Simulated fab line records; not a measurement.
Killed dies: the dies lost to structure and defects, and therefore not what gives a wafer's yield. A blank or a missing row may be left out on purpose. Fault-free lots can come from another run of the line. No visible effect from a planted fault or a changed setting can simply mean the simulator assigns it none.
A lot that was struck, set against a sound lot || flow rit cmos || 18 steps out of a route of 202
Sound: these wafers, L941.1, L941.3, L941.6. Wafers L943.1, L943.4, L943.5 were the ones struck. The cause comes at the end.
At each step with rows: each side's tool, then ch and its chambers, then its first start. Under that, the readings that differ: sound wafers || struck wafers || difference of the means || sigmas: that difference in standard deviations of wafers without a fault.
alike: readings with means less than 2 such deviations apart, plus words and numbers identical on both sides. not compared: withheld readings, readings lacking a value on some wafer, bounds such as >300 that could conceal the same value, and numbers that have no deviation in the record and whose values overlap.
The two part at a step that has a row with sigmas, a row that says differs or no value, or rows on one side only. When numbers do not overlap yet have no deviation, they are printed without sigmas and do not part them. A reading that every wafer of one side lacks parts them only if that side has two wafers or more.

RIT_SDANNEAL_RS_MEAS_07: measures by four-point-probe.
  sound on film metro-02 at day 6 10:14; struck on film metro-03 at day 6 20:02
  alike: NLDD_RS
then, 1 step without rows for these wafers: RIT_SILICIDE_WET_ETCH_00 (etches SiO2 in BOE, target depth 14 nm, time 15 s).
RIT_SILICIDE_SPUTTER_01: material Ti, target thk 30 nm, time 240 s.
  sound on pvd sputter-04 at day 6 10:22; struck on pvd sputter-04 at day 6 20:10
  alike: throttle valve pct
RIT_SILICIDE_RS_MEAS_02: measures by four-point-probe.
  sound on film metro-04 at day 6 10:31; struck on film metro-04 at day 6 20:19
  alike: SILICIDE_TI_RS
RIT_SILICIDE_THK_MEAS_03: measures by xrf.
  sound on film metro-04 at day 6 10:38; struck on film metro-04 at day 6 20:26
  alike: SILICIDE_TI_THK
RIT_SILICIDE_RTA_04: time 10 s, ramp up 5 s, ramp down 5 s.
  sound on rtp anneal-01 ch 0, day 6 10:42; struck on rtp anneal-01 ch 0, day 6 20:29
  alike: wafer_temp_C_max
then, 1 step without rows for these wafers: RIT_SILICIDE_WET_ETCH_05 (etches Ti in SPM, time 120 s).
RIT_SILICIDE_RTA_06: time 10 s, ramp up 5 s, ramp down 10 s.
  sound on rtp anneal-02 ch 0, day 6 10:49; struck on rtp anneal-02 ch 0, day 6 20:36
  alike: wafer_temp_C_max
RIT_CONTACT_CVD_00: deposits SiO2 from TEOS, target thk 400 nm, time 61 s.
  sound on pecvd-04 ch 0,1,2, day 6 10:52; struck on pecvd-02 ch 1,2, day 6 20:40
  alike: heater power w
RIT_CONTACT_THK_MEAS_01:
  sound on film metro-04 at day 6 10:55; struck on film metro-02 at day 6 20:44
  alike: CONTACT_TEOS_THK
then, 2 steps without rows for these wafers: RIT_CONTACT_HMDS_02 (prime time 60 s); RIT_CONTACT_COAT_03 (resist thk 1000 nm).
RIT_CONTACT_SOFTBAKE_04: time 60 s.
  sound on litho track-01 ch 0, day 6 11:17; struck on litho track-04 ch 0, day 6 21:06
{"reading": "heater power total W (W)", "sound": "34.58 34.52 34.59", "struck": "46.65 46.66 46.65", "difference": "+12.09", "sigmas": "+99 or more"}
{"reading": "run length s (s)", "sound": "89.04 89.35 89.19", "struck": "48.92 48.84 48.65", "difference": -40.39, "sigmas": "-99 or more"}
then, 2 steps without rows for these wafers: RIT_CONTACT_EXPOSE_05 (exposes mask M11, target cd 1000 nm); RIT_CONTACT_PEB_06.
RIT_CONTACT_DEVELOP_07: develop time 120 s.
  sound on litho track-01 ch 0; struck on litho track-03 ch 0
{"reading": "model.NOVOLAK_of_CONTACT_COAT_03.thk nm (nm)", "sound": "999.2 1000 996.3", "struck": "1034 1029 1028", "difference": "+32", "sigmas": ""}
RIT_CONTACT_CD_MEAS_08 targets a cd of 1000 nm.
  sound on cd sem-02 at day 6 12:08; struck on cd sem-01 at day 6 21:46
  alike: cd nm
RIT_M1_PROBE_99:
  record: rows for the struck wafers here (prober-01, day 7 03:11), none for the sound ones

== WHERE THEY PART ==
Earliest at RIT_CONTACT_SOFTBAKE_04; latest, in this record, at RIT_M1_PROBE_99.

WHY: what the simulator had put in
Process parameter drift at RIT_CONTACT_SOFTBAKE_04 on litho track-04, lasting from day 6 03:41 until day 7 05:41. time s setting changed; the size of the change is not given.
